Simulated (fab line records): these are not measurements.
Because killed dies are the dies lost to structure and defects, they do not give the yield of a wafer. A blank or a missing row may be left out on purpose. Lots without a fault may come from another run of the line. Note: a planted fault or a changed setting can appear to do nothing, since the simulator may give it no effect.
What tool caused it? ; flow berkeley-cmos170 ; 7 lots with 21 wafers sampled at 3 steps, on a route of 331 steps

== WHAT EACH GAUGE READ, for each wafer ==
UCB170_GATE_THK_MEAS_05.
lot;measured;on;GATE_POLY_THK (nm)
L602;day 7 07:41;film-metro-03;213.2 214.1 213.8
L604;day 8 01:52;film-metro-03;214.5 213.6 215.3
L608;day 8 16:30;film-metro-03;210.9 208.9 210.6
L613;day 9 23:19;film-metro-03;214.2 213.2 211.8
L618;day 10 13:56;film-metro-02;219.6 218.9 217.0
L619;day 11 04:42;film-metro-01;214.9 213.1 213.2
L623;day 12 06:42;film-metro-02;213.4 213.6 214.4

== EACH LOT AND THE TOOL THAT RAN IT (in order: tool; ch and the chambers of the sampled wafers; start) ==
lot;UCB170_PFIELD_STRIP_08;UCB170_PVT_STRIP_08
L602;plasma-asher-04 ch 0,1, day 5 04:52;plasma-asher-02 ch 0,1, day 6 19:13
L604;plasma-asher-02 ch 0,1, day 5 18:34;plasma-asher-03 ch 0,1, day 7 12:09
L608;plasma-asher-03 ch 0,1, day 6 16:47;plasma-asher-03 ch 0,1, day 8 05:58
L613;plasma-asher-04 ch 0,1, day 7 17:31;plasma-asher-01 ch 0,1, day 9 10:41
L618;plasma-asher-04 ch 0,1, day 8 14:32;plasma-asher-02 ch 0,1, day 10 01:37
L619;plasma-asher-03 ch 1, day 9 00:17;plasma-asher-01 ch 0,1, day 10 13:04
L623;plasma-asher-04 ch 0,1, day 9 23:40;plasma-asher-01 ch 0,1, day 11 14:44
- UCB170_PFIELD_STRIP_08: strips in O2.
- UCB170_PVT_STRIP_08: strips in O2.

== THE ANSWER, worked out from the rows above alone ==
Rule: usual is defined by the lots themselves. The widest of any qualifying gaps counts: lots, ordered by their means at a reading, are off when they make up no more than a third of the lots, leave a main group of 4 or more, and stand apart from it by 3 or more times the standard deviation of that group's means. If all means in a main group match to the digits the tables above print for the reading, that group is not used. Also off: a lot with no number at a reading for which 4 or more lots have one. The other lots that the step has rows for count as sound.
Nothing can be told from this: no lot is off at any reading shown.

== WHAT THE SIMULATOR HAD INSERTED ==
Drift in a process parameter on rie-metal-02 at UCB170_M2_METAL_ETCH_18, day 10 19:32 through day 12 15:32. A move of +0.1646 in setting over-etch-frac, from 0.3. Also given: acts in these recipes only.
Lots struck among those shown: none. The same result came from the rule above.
